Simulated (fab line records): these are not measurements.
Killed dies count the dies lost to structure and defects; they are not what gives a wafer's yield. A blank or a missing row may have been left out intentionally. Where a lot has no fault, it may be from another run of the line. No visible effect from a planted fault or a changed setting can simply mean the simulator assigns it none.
The same fault as seen by 2 desks + flow berkeley_cmos170 + each desk has only its own numbers; what lay behind them comes last

## AT THE METROLOGY DESK
What the gauges read for every lot (on any tool): the sampled wafers with a number, averaged. Any lot whose mean is over 4 standard deviations away from the usual mean is out of limits and marked OUT; that distance is given in the brackets.
Columns: A = WELLDRIVE_OXIDE_THK at UCB170_WELLDRIVE_THK_MEAS_02, usual 198 nm; B = ACTIVE_OXIDE_THK at UCB170_ACTIVE_THK_MEAS_03, usual 26.2 nm; C = cd_nm at UCB170_ACTIVE_CD_MEAS_13, usual 1199.3 nm
| lot  | first seen here | A   | B               | C      |
|------|-----------------|-----|-----------------|--------|
| L176 | day 3 17:58     | 202 | 27.0            | 1200.3 |
| L177 | day 3 17:58     | 197 | 26.4            | 1199.7 |
| L179 | day 4 00:22     | 194 | 26.4            | 1201.0 |
| L181 | day 4 16:36     | 201 | 23.5 (-5.1) OUT | 1198.9 |
| L182 | day 4 16:39     | 195 | 23.4 (-5.3) OUT | 1198.7 |
| L184 | day 5 07:22     | 195 | 25.9            | 1198.8 |
| L185 | day 5 13:45     | 200 | 25.9            | 1196.7 |
| L188 | day 6 08:46     | 196 | 26.2            | 1198.7 |
| L191 | day 6 20:42     | 200 | 25.5            | 1198.9 |
| L195 | day 7 13:48     | 204 | 26.2            | 1200.2 |
| L196 | day 7 22:58     | 202 | 26.8            | 1201.3 |
| L197 | day 8 01:50     | 192 | 27.3            | 1200.2 |
| L198 | day 8 01:51     | 197 | 27.2            | 1199.4 |
| L199 | day 8 08:05     | 198 | 26.2            | 1201.9 |
Per this desk, out of limits: L181, L182; the first was L181, day 5 00:52 (ACTIVE_OXIDE_THK at UCB170_ACTIVE_THK_MEAS_03). L176, L177, L179, L184, L185, L188, L191, L195, L196, L197, L198, L199 stayed within limits.

## THE TOOL OWNER'S DESK: furnace-04
The tool's own readings at UCB170_ACTIVE_OXIDATION_02 (target thk 26.4 nm, ox time 1260 s): means of the sampled wafers that have a number, for each lot that ran on this tool. Any lot whose mean is over 4 standard deviations away from the usual mean is out of limits and marked OUT; that distance is given in the brackets.
Columns: A = tube_center_temp_C_max at UCB170_ACTIVE_OXIDATION_02, usual 1002.6
| lot  | first seen here | A      |
|------|-----------------|--------|
| L176 | day 3 23:02     | 1002.4 |
| L177 | day 3 23:02     | 1002.6 |
| L181 | day 4 23:31     | 1002.6 |
| L182 | day 4 23:31     | 1001.9 |
| L199 | day 8 13:52     | 1002.5 |
Result from this desk: across the 5 lots, nothing is out of limits.

## ALL TOGETHER
On L181, L182, the metrology desk was in a position to raise an alarm at day 5 00:52.
Nothing out of limits was seen by the tool owner's desk.
Tool owner's desk: L181, L182 on record, inside its limits.
Of the lots named, all ran UCB170_ACTIVE_OXIDATION_02 on furnace-04.

## WHAT THE SIMULATOR PUT IN
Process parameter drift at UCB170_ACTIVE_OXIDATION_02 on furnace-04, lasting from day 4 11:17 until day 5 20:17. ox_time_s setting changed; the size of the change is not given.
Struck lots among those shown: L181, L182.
Time in hours between the start of the fault and the first out-of-limits reading at each desk: metrology desk, 14.
